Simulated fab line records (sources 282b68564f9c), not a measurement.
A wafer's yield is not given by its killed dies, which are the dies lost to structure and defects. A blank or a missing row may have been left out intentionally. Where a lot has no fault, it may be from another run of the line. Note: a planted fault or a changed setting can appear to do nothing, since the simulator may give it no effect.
fab line records :: flow rit-cmos
[record]
  lots = 5
  wafers = 15
  last-day = 7
route steps=202 shown NLDD@111 PLDD@114 M1@202
lots that met no fault: taken from a fault-free run of the same line
start-h: start of the lot's first displayed wafer, in hours after the record's first day :: wait-h: hours since the lot's step before :: " unchanged from the row above :: L1.1+2: one row covering several wafers at once :: - either no value or no given start :: * or withheld: withheld :: < > ~ a bound
route shown NAME@n: a module of which the file shows steps, and the number in the route of the first :: usual: mean/standard deviation of fault-free wafers :: same: alike in all rows :: chamber/n: place in a boat :: sites: per-site readings :: _std_site: how widely they spread, as a standard deviation :: _edge_site: inner sites' mean taken away from outer sites' mean :: radius-mm: how far each site lies from the wafer's centre :: mask NAME#n: copy n :: behind: tool/chamber where the wafer was last shaped :: hold: the reason the lot was held/the length of the hold in hours/how it ended :: device: the transistor (n, p or np) that didn't switch :: end of line: the route-end tests of the same wafers :: for a step that has no rows: nothing shown but its recipe :: killed: dies that structure and defects cost at the first sort, which is not the same as the wafer's yield :: map: dies across one wafer; x = killed, . = not, _ = none there
set.NAME: the setting as run; set.NAME@STEP: as run at that earlier step :: model.NAME: the simulator's own value behind a step, which no gauge read
lots at selected steps of the route; one table per step, one row per wafer
services: the hour from which a tool's chamber was out of use, counted from the record's first day as start-h (under 0 if before that day), plus the number of hours and why
[[steps]]
[step RIT_NLDD_IMPLANT_08]
[recipe]
  species = P
  energy-kev = 20
  dose-cm2 = 5e+14
  tilt-deg = 7
[step RIT_NLDD_STRIP_09]
[recipe]
  chemistry = O2
  time-s = 180
  resist = NOVOLAK
  platen-temp-c = withheld
  power-w = 500
  pressure-mtorr = 4000
  o2-flow-sccm = 4000
[usual]
  drypump-motor-current-A = 5.6/0.33
  rf-refl-power-W = 6.9/0.85
  run-length-s = 208.4/0.31
lot.wafer: L452.2
tool: plasma-asher-03
chamber: 0
start-h: 51.99
wait-h: 0.1
drypump-motor-current-A: 5.5
rf-hours-counter-h: 40
rf-refl-power-W: 6.1
run-length-s: 208.1

lot.wafer: L452.4
tool: plasma-asher-03
chamber: 1
start-h: 51.99
wait-h: 0.1
drypump-motor-current-A: 6.0
rf-hours-counter-h: -
rf-refl-power-W: 7.9
run-length-s: 208.2

lot.wafer: L452.5
tool: plasma-asher-03
chamber: 0
start-h: 51.99
wait-h: 0.1
drypump-motor-current-A: 5.5
rf-hours-counter-h: -
rf-refl-power-W: 6.1
run-length-s: 208.4

lot.wafer: L455.1
tool: plasma-asher-04
chamber: 0
start-h: 63.99
wait-h: 0.1
drypump-motor-current-A: 5.8
rf-hours-counter-h: 29
rf-refl-power-W: 8.2
run-length-s: 208.6

lot.wafer: L455.2
tool: plasma-asher-04
chamber: 1
start-h: 63.99
wait-h: 0.1
drypump-motor-current-A: 5.2
rf-hours-counter-h: 29
rf-refl-power-W: 5.8
run-length-s: 207.9

lot.wafer: L455.3
tool: plasma-asher-04
chamber: 0
start-h: 63.99
wait-h: 0.1
drypump-motor-current-A: 5.8
rf-hours-counter-h: -
rf-refl-power-W: 8.3
run-length-s: 208.7

lot.wafer: L457.2
tool: plasma-asher-03
chamber: 0
start-h: 67.88
wait-h: 0.1
drypump-motor-current-A: 5.5
rf-hours-counter-h: 41
rf-refl-power-W: 6.0
run-length-s: 208.2

lot.wafer: L457.4
tool: plasma-asher-03
chamber: 0
start-h: 67.88
wait-h: 0.1
drypump-motor-current-A: 5.4
rf-hours-counter-h: -
rf-refl-power-W: 6.1
run-length-s: 208.1

lot.wafer: L457.5
tool: plasma-asher-03
chamber: 0
start-h: 67.88
wait-h: 0.1
drypump-motor-current-A: 5.5
rf-hours-counter-h: -
rf-refl-power-W: 6.1
run-length-s: 208.2

lot.wafer: L472.1
tool: plasma-asher-02
chamber: 0
start-h: 143.47
wait-h: 0.1
drypump-motor-current-A: 5.3
rf-hours-counter-h: 3
rf-refl-power-W: 6.7
run-length-s: 208.6

lot.wafer: L472.2
tool: plasma-asher-02
chamber: 1
start-h: 143.47
wait-h: 0.1
drypump-motor-current-A: 6.1
rf-hours-counter-h: 3
rf-refl-power-W: 7.1
run-length-s: 208.6

lot.wafer: L472.5
tool: plasma-asher-02
chamber: 1
start-h: 143.47
wait-h: 0.1
drypump-motor-current-A: 6.1
rf-hours-counter-h: -
rf-refl-power-W: 7.0
run-length-s: 208.6

lot.wafer: L475.2
tool: plasma-asher-02
chamber: 0
start-h: 161.38
wait-h: 0.1
drypump-motor-current-A: 5.3
rf-hours-counter-h: 5
rf-refl-power-W: 7.0
run-length-s: 208.6

lot.wafer: L475.3
tool: plasma-asher-02
chamber: 1
start-h: 161.38
wait-h: 0.1
drypump-motor-current-A: 6.1
rf-hours-counter-h: -
rf-refl-power-W: 7.0
run-length-s: 208.6

lot.wafer: L475.5
tool: plasma-asher-02
chamber: 0
start-h: 161.38
wait-h: 0.1
drypump-motor-current-A: 5.3
rf-hours-counter-h: -
rf-refl-power-W: 6.8
run-length-s: 208.6
[step RIT_NLDD_TW_MEAS_10]
[usual]
  NLDD_TW = 2502/27
lot.wafer: L452.2
tool: film-metro-03
chamber: -
start-h: 52.18
wait-h: 0.1
NLDD_TW: 2528

lot.wafer: L452.4
tool: film-metro-03
chamber: -
start-h: 52.18
wait-h: 0.1
NLDD_TW: 2512

lot.wafer: L452.5
tool: film-metro-03
chamber: -
start-h: 52.18
wait-h: 0.1
NLDD_TW: 2522

lot.wafer: L455.1
tool: film-metro-04
chamber: -
start-h: 64.17
wait-h: 0.1
NLDD_TW: 2510

lot.wafer: L455.2
tool: film-metro-04
chamber: -
start-h: 64.17
wait-h: 0.1
NLDD_TW: 2520

lot.wafer: L455.3
tool: film-metro-04
chamber: -
start-h: 64.17
wait-h: 0.1
NLDD_TW: 2520

lot.wafer: L457.2
tool: film-metro-03
chamber: -
start-h: 68.07
wait-h: 0.1
NLDD_TW: 2507

lot.wafer: L457.4
tool: film-metro-03
chamber: -
start-h: 68.07
wait-h: 0.1
NLDD_TW: 2535

lot.wafer: L457.5
tool: film-metro-03
chamber: -
start-h: 68.07
wait-h: 0.1
NLDD_TW: 2513

lot.wafer: L472.1
tool: film-metro-03
chamber: -
start-h: 143.64
wait-h: 0.1
NLDD_TW: 2493

lot.wafer: L472.2
tool: film-metro-03
chamber: -
start-h: 143.64
wait-h: 0.1
NLDD_TW: 2504

lot.wafer: L472.5
tool: film-metro-03
chamber: -
start-h: 143.64
wait-h: 0.1
NLDD_TW: 2497

lot.wafer: L475.2
tool: film-metro-03
chamber: -
start-h: 161.57
wait-h: 0.1
NLDD_TW: 2526

lot.wafer: L475.3
tool: film-metro-03
chamber: -
start-h: 161.57
wait-h: 0.1
NLDD_TW: 2519

lot.wafer: L475.5
tool: film-metro-03
chamber: -
start-h: 161.57
wait-h: 0.1
NLDD_TW: 2529
[step RIT_PLDD_HMDS_00]
[recipe]
  prime-time-s = 60
  prime-temp-c = 140
[step RIT_PLDD_COAT_01]
[recipe]
  resist = NOVOLAK
  spin-rpm = 3250
  resist-thk-nm = 1000
[step RIT_PLDD_SOFTBAKE_02]
[recipe]
  resist = NOVOLAK
  temp-c = 90
  time-s = 60
[step RIT_PLDD_EXPOSE_03]
[recipe]
  mask-id = M8
  na = 0.57
  target-cd-nm = 40900
  dose-mj = 250
[step RIT_PLDD_PEB_04]
[recipe]
  resist = NOVOLAK
  temp-c = withheld
  time-s = withheld
[step RIT_PLDD_DEVELOP_05]
[recipe]
  resist = NOVOLAK
  develop-time-s = 50
  dev-temp-c = 23
[step RIT_PLDD_OVL_MEAS_06]
[usual]
  PLDD_OVL = -0.8/1.3
lot.wafer: L452.2
tool: overlay-02
chamber: -
start-h: 53.09
wait-h: -
PLDD_OVL[nm]: -0.5

lot.wafer: L452.4
tool: overlay-02
chamber: -
start-h: 53.09
wait-h: -
PLDD_OVL[nm]: -1.1

lot.wafer: L452.5
tool: overlay-02
chamber: -
start-h: 53.09
wait-h: -
PLDD_OVL[nm]: 0.5

lot.wafer: L455.1
tool: overlay-01
chamber: -
start-h: 65.20
wait-h: -
PLDD_OVL[nm]: -1.8

lot.wafer: L455.2
tool: overlay-01
chamber: -
start-h: 65.20
wait-h: -
PLDD_OVL[nm]: 0.3

lot.wafer: L455.3
tool: overlay-01
chamber: -
start-h: 65.20
wait-h: -
PLDD_OVL[nm]: -2.4

lot.wafer: L457.2
tool: overlay-02
chamber: -
start-h: 69.10
wait-h: -
PLDD_OVL[nm]: 0.2

lot.wafer: L457.4
tool: overlay-02
chamber: -
start-h: 69.10
wait-h: -
PLDD_OVL[nm]: 0.4

lot.wafer: L457.5
tool: overlay-02
chamber: -
start-h: 69.10
wait-h: -
PLDD_OVL[nm]: 0.1

lot.wafer: L472.1
tool: overlay-01
chamber: -
start-h: 144.68
wait-h: -
PLDD_OVL[nm]: -2.8

lot.wafer: L472.2
tool: overlay-01
chamber: -
start-h: 144.68
wait-h: -
PLDD_OVL[nm]: -1.6

lot.wafer: L472.5
tool: overlay-01
chamber: -
start-h: 144.68
wait-h: -
PLDD_OVL[nm]: -1.4

lot.wafer: L475.2
tool: overlay-01
chamber: -
start-h: 162.60
wait-h: -
PLDD_OVL[nm]: -0.7

lot.wafer: L475.3
tool: overlay-01
chamber: -
start-h: 162.60
wait-h: -
PLDD_OVL[nm]: -2.0

lot.wafer: L475.5
tool: overlay-01
chamber: -
start-h: 162.60
wait-h: -
PLDD_OVL[nm]: -0.6
[step RIT_PLDD_HARDBAKE_07]
[recipe]
  resist = NOVOLAK
  temp-c = 140
  time-s = 60
[step RIT_PLDD_IMPLANT_08]
[recipe]
  species = BF2
  energy-kev = 19.88
  dose-cm2 = 9e+14
  tilt-deg = 7
[step RIT_PLDD_STRIP_09]
[recipe]
  chemistry = O2
  time-s = 180
  resist = NOVOLAK
  platen-temp-c = withheld
  power-w = 500
  pressure-mtorr = 4000
  o2-flow-sccm = 4000
[usual]
  drypump-motor-current-A = 5.4/0.35
  rf-refl-power-W = 6.6/0.81
  run-length-s = 208.4/0.33
lot.wafer: L452.2
tool: plasma-asher-04
chamber: 0
start-h: 53.42
wait-h: 0.1
drypump-motor-current-A: 5.7
rf-hours-counter-h: 27
rf-refl-power-W: 7.7
run-length-s: 208.5
model.NOVOLAK_of_PLDD_COAT_01.thk-nm: 0

lot.wafer: L452.4
tool: plasma-asher-04
chamber: 1
start-h: 53.42
wait-h: 0.1
drypump-motor-current-A: 5.2
rf-hours-counter-h: -
rf-refl-power-W: 5.9
run-length-s: 208.1
model.NOVOLAK_of_PLDD_COAT_01.thk-nm: 0

lot.wafer: L452.5
tool: plasma-asher-04
chamber: 1
start-h: 53.42
wait-h: 0.1
drypump-motor-current-A: 5.2
rf-hours-counter-h: -
rf-refl-power-W: 5.9
run-length-s: 207.9
model.NOVOLAK_of_PLDD_COAT_01.thk-nm: 0

lot.wafer: L455.1
tool: plasma-asher-04
chamber: 0
start-h: 65.54
wait-h: 0.1
drypump-motor-current-A: 5.8
rf-hours-counter-h: 29
rf-refl-power-W: 7.6
run-length-s: 208.9
model.NOVOLAK_of_PLDD_COAT_01.thk-nm: 0

lot.wafer: L455.2
tool: plasma-asher-04
chamber: 1
start-h: 65.54
wait-h: 0.1
drypump-motor-current-A: 5.2
rf-hours-counter-h: 29
rf-refl-power-W: 6.0
run-length-s: 207.9
model.NOVOLAK_of_PLDD_COAT_01.thk-nm: 0

lot.wafer: L455.3
tool: plasma-asher-04
chamber: 0
start-h: 65.54
wait-h: 0.1
drypump-motor-current-A: 5.8
rf-hours-counter-h: -
rf-refl-power-W: 7.7
run-length-s: 208.9
model.NOVOLAK_of_PLDD_COAT_01.thk-nm: 0

lot.wafer: L457.2
tool: plasma-asher-03
chamber: 1
start-h: 69.80
wait-h: 0.2
drypump-motor-current-A: 5.9
rf-hours-counter-h: 42
rf-refl-power-W: 7.5
run-length-s: 72.2
model.NOVOLAK_of_PLDD_COAT_01.thk-nm: 228.7

lot.wafer: L457.4
tool: plasma-asher-03
chamber: 1
start-h: 69.80
wait-h: 0.2
drypump-motor-current-A: 6.0
rf-hours-counter-h: -
rf-refl-power-W: 7.5
run-length-s: 72.2
model.NOVOLAK_of_PLDD_COAT_01.thk-nm: 228.3

lot.wafer: L457.5
tool: plasma-asher-03
chamber: 1
start-h: 69.80
wait-h: 0.2
drypump-motor-current-A: 6.0
rf-hours-counter-h: -
rf-refl-power-W: 7.7
run-length-s: 72.2
model.NOVOLAK_of_PLDD_COAT_01.thk-nm: 226.6

lot.wafer: L472.1
tool: plasma-asher-01
chamber: 0
start-h: 145.01
wait-h: 0.1
drypump-motor-current-A: 4.9
rf-hours-counter-h: 50
rf-refl-power-W: 5.7
run-length-s: 208.1
model.NOVOLAK_of_PLDD_COAT_01.thk-nm: 0

lot.wafer: L472.2
tool: plasma-asher-01
chamber: 1
start-h: 145.01
wait-h: 0.1
drypump-motor-current-A: 5.4
rf-hours-counter-h: 50
rf-refl-power-W: 6.1
run-length-s: 208.4
model.NOVOLAK_of_PLDD_COAT_01.thk-nm: 0

lot.wafer: L472.5
tool: plasma-asher-01
chamber: 0
start-h: 145.01
wait-h: 0.1
drypump-motor-current-A: 4.9
rf-hours-counter-h: -
rf-refl-power-W: 5.9
run-length-s: 208.3
model.NOVOLAK_of_PLDD_COAT_01.thk-nm: 0

lot.wafer: L475.2
tool: plasma-asher-03
chamber: 0
start-h: 162.93
wait-h: 0.1
drypump-motor-current-A: 5.4
rf-hours-counter-h: 52
rf-refl-power-W: 6.1
run-length-s: 208.2
model.NOVOLAK_of_PLDD_COAT_01.thk-nm: 0

lot.wafer: L475.3
tool: plasma-asher-03
chamber: 1
start-h: 162.93
wait-h: 0.1
drypump-motor-current-A: 6.0
rf-hours-counter-h: -
rf-refl-power-W: 7.7
run-length-s: 208.3
model.NOVOLAK_of_PLDD_COAT_01.thk-nm: 0

lot.wafer: L475.5
tool: plasma-asher-03
chamber: 0
start-h: 162.93
wait-h: 0.1
drypump-motor-current-A: 5.5
rf-hours-counter-h: -
rf-refl-power-W: 6.0
run-length-s: 208.2
model.NOVOLAK_of_PLDD_COAT_01.thk-nm: 0
[step RIT_PLDD_TW_MEAS_10]
[usual]
  PLDD_TW = 2348/28
lot.wafer: L452.2
tool: film-metro-04
chamber: -
start-h: 53.60
wait-h: 0.1
PLDD_TW: 2374

lot.wafer: L452.4
tool: film-metro-04
chamber: -
start-h: 53.60
wait-h: 0.1
PLDD_TW: 2359

lot.wafer: L452.5
tool: film-metro-04
chamber: -
start-h: 53.60
wait-h: 0.1
PLDD_TW: 2377

lot.wafer: L455.1
tool: film-metro-02
chamber: -
start-h: 65.72
wait-h: 0.1
PLDD_TW: 2306

lot.wafer: L455.2
tool: film-metro-02
chamber: -
start-h: 65.72
wait-h: 0.1
PLDD_TW: 2317

lot.wafer: L455.3
tool: film-metro-02
chamber: -
start-h: 65.72
wait-h: 0.1
PLDD_TW: 2312

lot.wafer: L457.2
tool: film-metro-02
chamber: -
start-h: 69.98
wait-h: 0.1
PLDD_TW: 2308

lot.wafer: L457.4
tool: film-metro-02
chamber: -
start-h: 69.98
wait-h: 0.1
PLDD_TW: 2309

lot.wafer: L457.5
tool: film-metro-02
chamber: -
start-h: 69.98
wait-h: 0.1
PLDD_TW: 2304

lot.wafer: L472.1
tool: film-metro-04
chamber: -
start-h: 145.19
wait-h: 0.1
PLDD_TW: 2371

lot.wafer: L472.2
tool: film-metro-04
chamber: -
start-h: 145.19
wait-h: 0.1
PLDD_TW: 2380

lot.wafer: L472.5
tool: film-metro-04
chamber: -
start-h: 145.19
wait-h: 0.1
PLDD_TW: 2360

lot.wafer: L475.2
tool: film-metro-03
chamber: -
start-h: 163.11
wait-h: 0.1
PLDD_TW: 2375

lot.wafer: L475.3
tool: film-metro-03
chamber: -
start-h: 163.11
wait-h: 0.1
PLDD_TW: 2378

lot.wafer: L475.5
tool: film-metro-03
chamber: -
start-h: 163.11
wait-h: 0.1
PLDD_TW: 2371
[step RIT_M1_PROBE_99]
[usual]
  killed-at-front-end = 7/3.3
  killed-dies = 7/3.3
  killed-on-rim = 2.0/1.5
  killed-open = 3.5/2
  killed-short = 3.8/2.2
[same]
  gross-dies = 264
  killed_at_M0_to_M3 = 0
  killed_at_M4_up = 0
  killed-at-back-side = 0
  killed-at-contacts = 0
  killed-at-other = 0
lot.wafer: L455.1
tool: prober-01
chamber: -
start-h: 79.45
wait-h: 0.1
killed-at-front-end: 5
killed-dies: 5
killed-on-rim: 4
killed-open: 2
killed-short: 3

lot.wafer: L455.2
tool: prober-01
chamber: -
start-h: 79.50
wait-h: 0.1
killed-at-front-end: 9
killed-dies: 9
killed-on-rim: 1
killed-open: 2
killed-short: 7

lot.wafer: L455.3
tool: prober-01
chamber: -
start-h: 79.55
wait-h: 0.2
killed-at-front-end: 7
killed-dies: 7
killed-on-rim: 1
killed-open: 3
killed-short: 4

lot.wafer: L457.2
tool: prober-01
chamber: -
start-h: 83.56
wait-h: 0.1
killed-at-front-end: 264
killed-dies: 264
killed-on-rim: 70
killed-open: 4
killed-short: 2

lot.wafer: L457.4
tool: prober-01
chamber: -
start-h: 83.66
wait-h: 0.2
killed-at-front-end: 264
killed-dies: 264
killed-on-rim: 70
killed-open: 3
killed-short: 3

lot.wafer: L457.5
tool: prober-01
chamber: -
start-h: 83.71
wait-h: 0.2
killed-at-front-end: 264
killed-dies: 264
killed-on-rim: 70
killed-open: 2
killed-short: 6

lot.wafer: L472.1
tool: prober-02
chamber: -
start-h: 158.58
wait-h: 0.1
killed-at-front-end: 4
killed-dies: 4
killed-on-rim: 0
killed-open: 0
killed-short: 4

lot.wafer: L472.2
tool: prober-02
chamber: -
start-h: 158.63
wait-h: 0.1
killed-at-front-end: 6
killed-dies: 6
killed-on-rim: 0
killed-open: 1
killed-short: 5

lot.wafer: L472.5
tool: prober-02
chamber: -
start-h: 158.78
wait-h: 0.2
killed-at-front-end: 9
killed-dies: 9
killed-on-rim: 4
killed-open: 3
killed-short: 6

lot.wafer: L475.2
tool: prober-01
chamber: -
start-h: 178.77
wait-h: 0.1
killed-at-front-end: 6
killed-dies: 6
killed-on-rim: 1
killed-open: 4
killed-short: 2

lot.wafer: L475.3
tool: prober-01
chamber: -
start-h: 178.82
wait-h: 0.2
killed-at-front-end: 4
killed-dies: 4
killed-on-rim: 2
killed-open: 2
killed-short: 2

lot.wafer: L475.5
tool: prober-01
chamber: -
start-h: 178.92
wait-h: 0.2
killed-at-front-end: 8
killed-dies: 8
killed-on-rim: 3
killed-open: 3
killed-short: 5
// killed by level:class
L455.1 FOX1:geometric-particle:open=2 FOX1:geometric-particle:short=1 REOX:geometric-particle:short=1 SILICIDE:geometric-particle:short=1
L455.2 FOX2:geometric-particle:short=2 REOX:geometric-particle:short=2 SILICIDE:geometric-particle:short=2 GATE:geometric-particle:open=1 GATE:geometric-particle:short=1 REOX:geometric-particle:open=1
L455.3 SPACER:geometric-particle:open=2 FOX2:geometric-particle:open=1 GATE:geometric-particle:short=1 REOX:geometric-particle:short=1 SPACER:geometric-particle:short=1 SILICIDE:geometric-particle:short=1
L457.2 SPACER:area-cvd=258 REOX:geometric-particle:open=2 FOX2:geometric-particle:short=1 GATE:geometric-particle:open=1 SPACER:geometric-particle:short=1 SILICIDE:geometric-particle:open=1
L457.4 SPACER:area-cvd=258 SPACER:geometric-particle:open=2 FOX2:geometric-particle:short=1 GATE:geometric-particle:short=1 REOX:geometric-particle:open=1 SPACER:geometric-particle:short=1
L457.5 SPACER:area-cvd=256 SILICIDE:geometric-particle:short=4 GATE:geometric-particle:short=1 REOX:geometric-particle:open=1 SPACER:geometric-particle:short=1 SILICIDE:geometric-particle:open=1
L472.1 SPACER:geometric-particle:short=2 GATE:geometric-particle:short=1 REOX:geometric-particle:short=1
L472.2 REOX:geometric-particle:short=3 FOX2:geometric-particle:short=1 GATE:geometric-particle:open=1 SILICIDE:geometric-particle:short=1
L472.5 FOX2:geometric-particle:short=2 SPACER:geometric-particle:short=2 FOX2:geometric-particle:open=1 GATE:geometric-particle:open=1 REOX:geometric-particle:short=1 SPACER:geometric-particle:open=1 SILICIDE:geometric-particle:short=1
L475.2 FOX1:geometric-particle:short=1 FOX1:geometric-particle:open=1 FOX2:geometric-particle:open=1 GATE:geometric-particle:short=1 GATE:geometric-particle:open=1 REOX:geometric-particle:open=1
L475.3 GATE:geometric-particle:open=2 GATE:geometric-particle:short=1 SPACER:geometric-particle:short=1
L475.5 GATE:geometric-particle:short=4 FOX1:geometric-particle:short=1 FOX1:geometric-particle:open=1 GATE:geometric-particle:open=1 SPACER:geometric-particle:open=1
// map L457.2 (x killed, . not)
________xxxxxxx_______
_____xxxxxxxxxxxxx____
____xxxxxxxxxxxxxxx___
___xxxxxxxxxxxxxxxxx__
__xxxxxxxxxxxxxxxxxxx_
__xxxxxxxxxxxxxxxxxxx_
_xxxxxxxxxxxxxxxxxxxxx
_xxxxxxxxxxxxxxxxxxxxx
_xxxxxxxxxxxxxxxxxxxxx
_xxxxxxxxxxxxxxxxxxxxx
__xxxxxxxxxxxxxxxxxxx_
__xxxxxxxxxxxxxxxxxxx_
___xxxxxxxxxxxxxxxxx__
____xxxxxxxxxxxxxxx___
_____xxxxxxxxxxxxx____
________xxxxxxx_______
// map L475.5 (x killed, . not)
________x......_______
_____.............____
____.....x.........___
___.................__
__...............x..._
__..................._
_.........x...........
_.....................
_..x..................
_.....................
__.....x............._
__x.................._
___...............x.__
____...............___
_____.............____
________......._______
[[services]]
tool: plasma-asher-03
chamber: -
start-h: 45.49
hours: 2.8
kind: repair

tool: plasma-asher-03
chamber: -
start-h: 78.11
hours: 4.9
kind: repair

tool: plasma-asher-02
chamber: -
start-h: 108.75
hours: 9.0
kind: pm

tool: plasma-asher-02
chamber: 0
start-h: 108.75
hours: 9.0
kind: vent-cycle

tool: plasma-asher-02
chamber: 1
start-h: 108.75
hours: 9.0
kind: vent-cycle

tool: plasma-asher-02
chamber: 0
start-h: 117.75
hours: -
kind: clean

tool: plasma-asher-02
chamber: 1
start-h: 117.75
hours: -
kind: clean
[[key]]
[first-sign]
  step = RIT_PLDD_STRIP_09
  reading = run-length-s
  direction = down
  sigmas = 99+
  usual = *
  struck = *
[effect]
  step = RIT_M1_PROBE_99
  reading = killed-at-front-end
  direction = up
  sigmas = 77
  usual = 7
  struck = 264
[model-effect]
  step = RIT_PLDD_STRIP_09
  value = NOVOLAK_of_PLDD_COAT_01.thk-nm
  without = 0
  struck = 227.9
[more-kills-born-at]
  RIT_SPACER_CVD_03@lpcvd-01 = 772
met-at RIT_PLDD_STRIP_09
struck-wafers L457.2,L457.4,L457.5
later-rows-left-out L457.2,L457.4,L457.5
tester-left-out L457
[fault]
  kind = strip-aborted
  tool = plasma-asher-03
  chamber = -
  onset-h = 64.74
  steps = RIT_PLDD_STRIP_09
  offset = 0.6
  end-h = 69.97
// tester-left-out: of these lots the tester's yield and bins aren't shown, on N5 and GAA mostly nor the transistor test; their killed dies are dies lost to structure and defects alone, not to doping, threshold or leakage, so they don't give the yield
// later-rows-left-out: the simulator's readings of these wafers behind a module that went badly wrong aren't trusted and aren't shown, but for the sort
